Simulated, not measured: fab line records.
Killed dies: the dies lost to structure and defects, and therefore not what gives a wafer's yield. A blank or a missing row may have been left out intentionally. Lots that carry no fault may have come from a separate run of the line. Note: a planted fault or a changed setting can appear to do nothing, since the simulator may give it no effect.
Comparing a struck lot with a sound one || flow ritCmos || 28 steps out of a route of 202
Sound: wafers L946.2, L946.3, L946.6. Wafers L961.2, L961.4, L961.6 were the ones struck. The cause is named last.
Order at every step that has rows: each side's tool, ch and its chambers, its first start. Under that, the readings that differ: sound wafers || struck wafers || difference of the means || sigmas: that difference in standard deviations of wafers without a fault.
alike: same words and numbers on both sides, and readings whose means sit less than 2 such deviations apart. not compared: any withheld reading, any reading some wafer has no value for, any bound like >300 that may hide the same value, and any number with overlapping values for which the record gives no deviation.
A row with sigmas, a row that says differs or no value, or rows on one side alone: a step with any of these is where the two part. Numbers that have no deviation but don't overlap get no sigmas and don't part them. A reading missing from all wafers of one side parts the sides only when that side holds two or more wafers.

RIT_ACTIVE_BOW_MEAS_00:
  sound on filmMetro-04, day 1 10:01; struck on filmMetro-04, day 4 13:01
  alike: INCOMING_BOW
RIT_ACTIVE_OXIDATION_01: target thk 46.8 nm, ox time 3360 s.
  sound on furnace-03 ch 0, day 1 10:07; struck on furnace-03 ch 0, day 4 13:59
{"reading": "model.SiO2_of_ACTIVE_OXIDATION_01.thkNm (nm)", "sound": "46.08 46.6 46.81", "struck": "38.41 38.12 38.16", "difference": -8.27, "sigmas": ""}
  alike: spikeTcCentreC, zonePowerCentrePct
RIT_ACTIVE_THK_MEAS_02:
  sound on filmMetro-01, day 1 12:04; struck on filmMetro-02, day 4 15:56
{"reading": "ACTIVE_OXIDE_THK (nm)", "sound": "46.1 46.6 46.8", "struck": "38.4 38.2 38.2", "difference": -8.2, "sigmas": -10}
then, 1 step without rows for these wafers: RIT_ACTIVE_CVD_03 (deposits Si3N4 from SiH2Cl2/NH3, target thk 150 nm, time 1500 s).
RIT_ACTIVE_THK_MEAS_04:
  sound on filmMetro-04, day 1 13:32; struck on filmMetro-01, day 4 17:25
{"reading": "ACTIVE_NITRIDE_THK (nm)", "sound": "148.7 148.9 148.2", "struck": "151.1 151.2 151.5", "difference": "+2.7", "sigmas": "+2"}
then, 6 steps without rows for these wafers: RIT_ACTIVE_HMDS_05 (prime time 60 s); RIT_ACTIVE_COAT_06 (resist thk 1000 nm); RIT_ACTIVE_SOFTBAKE_07 (time 60 s); RIT_ACTIVE_EXPOSE_08 (exposes mask M1, target cd 1400 nm); RIT_ACTIVE_PEB_09; RIT_ACTIVE_DEVELOP_10 (develop time 50 s).
RIT_ACTIVE_CD_MEAS_11: the cd target is 1400 nm.
  sound on cdSem-01, day 1 14:34; struck on cdSem-02, day 4 18:27
  alike: cdNm
then, 1 step without rows for these wafers: RIT_ACTIVE_HARDBAKE_12 (time 60 s).
RIT_ACTIVE_ETCH_13: etches Si3N4 in SF6, stops on SiO2, time 205.4 s, target depth 210 nm.
  sound on rieDiel-02 ch 0,3, day 1 14:49; struck on rieDiel-01 ch 0,1,3, day 4 18:42
  alike: drypumpMotorCurrentA, oesProductAu, throttleValvePct
  not compared: rfHoursCounterH
RIT_ACTIVE_STRIP_14: strips in O2, time 180 s.
  sound on plasmaAsher-04 ch 0,1, day 1 14:56; struck on plasmaAsher-04 ch 0, day 4 18:50
  alike: drypumpMotorCurrentA
  not compared: rfHoursCounterH
RIT_ACTIVE_CD_MEAS_90: the cd target is 1400 nm.
  sound on cdSem-02, day 1 15:08; struck on cdSem-02, day 4 19:02
  alike: cdNm
then, 4 steps without rows for these wafers: RIT_ACTIVE_CLEAN_15 (cleans in SC1, time 600 s); RIT_ACTIVE_CLEAN_16 (cleans in dHF, time 30 s); RIT_ACTIVE_CLEAN_17 (cleans in SC2, time 600 s); RIT_FOX1_OXIDATION_00 (target thk 350.7 nm, ox time 1130 s).
RIT_FOX1_THK_MEAS_01:
  sound on filmMetro-03, day 1 19:23; struck on filmMetro-02, day 5 01:28
  alike: FOX1_OXIDE_THK
then, 2 steps without rows for these wafers: RIT_FOX1_WET_ETCH_02 (etches SiO2 in BOE, target depth 350 nm, time 390 s); RIT_FOX2_OXIDATION_00 (target thk 350.7 nm, ox time 1130 s).
RIT_FOX2_THK_MEAS_01:
  sound on filmMetro-03, day 1 21:07; struck on filmMetro-01, day 5 04:50
  alike: FOX2_OXIDE_THK
then, 1 step without rows for these wafers: RIT_FOX2_CLEAN_02 (cleans in dHF, time 180 s).
RIT_FOX2_WET_ETCH_03: etches Si3N4 in H3PO4, target depth 195 nm, time 2700 s.
  sound on wetBench-02 ch 0, day 1 21:14; struck on wetBench-01 ch 1, day 5 04:57
{"reading": "model.SiO2_of_ACTIVE_OXIDATION_01.thkNm (nm)", "sound": "40.82 41.25 41.45", "struck": "34.09 33.84 33.89", "difference": -7.23, "sigmas": ""}
  alike: bathHeatDutyPct
RIT_FOX2_THK_MEAS_90:
  sound on filmMetro-02, day 1 22:04; struck on filmMetro-01, day 5 05:46
  alike: FIELD_OXIDE_LEFT_1_THK
RIT_M1_PROBE_99:
  sound on prober-02, day 3 13:15; struck on prober-02, day 7 04:44
{"reading": "model.etest.pldd.widthNm (nm)", "sound": "3226 3197 3177", "struck": "3268 3288 3282", "difference": "+79", "sigmas": ""}
{"reading": "model.etest.nldd.widthNm (nm)", "sound": "3223 3182 3202", "struck": "3288 3271 3262", "difference": "+71", "sigmas": ""}
{"reading": "model.etest.nplusSal.widthNm (nm)", "sound": "3478 3471 3461", "struck": "3514 3527 3534", "difference": "+55", "sigmas": ""}
{"reading": "model.etest.pplusSal.widthNm (nm)", "sound": "3482 3462 3472", "struck": "3518 3530 3510", "difference": "+47", "sigmas": ""}
{"reading": "model.etest.nmosNarrow.driveUaUm", "sound": "243.8 237.8 235.4", "struck": "252.6 251.3 245.4", "difference": "+10.8", "sigmas": ""}
  alike: killedAtContacts, killedAtFrontEnd, killedDies, killedOpen, killedShort
  not compared: model.etest.pmosNarrow.driveUaUm

## WHERE THEY PART
Earliest at RIT_ACTIVE_THK_MEAS_02; latest, in this record, at RIT_ACTIVE_THK_MEAS_04. Later steps at which nothing parts them and some readings are alike: RIT_ACTIVE_CD_MEAS_11, RIT_ACTIVE_ETCH_13, RIT_ACTIVE_STRIP_14, RIT_ACTIVE_CD_MEAS_90, RIT_FOX1_THK_MEAS_01, RIT_FOX2_THK_MEAS_01, RIT_FOX2_WET_ETCH_03, RIT_FOX2_THK_MEAS_90, RIT_M1_PROBE_99.

WHY: what the simulator had put in
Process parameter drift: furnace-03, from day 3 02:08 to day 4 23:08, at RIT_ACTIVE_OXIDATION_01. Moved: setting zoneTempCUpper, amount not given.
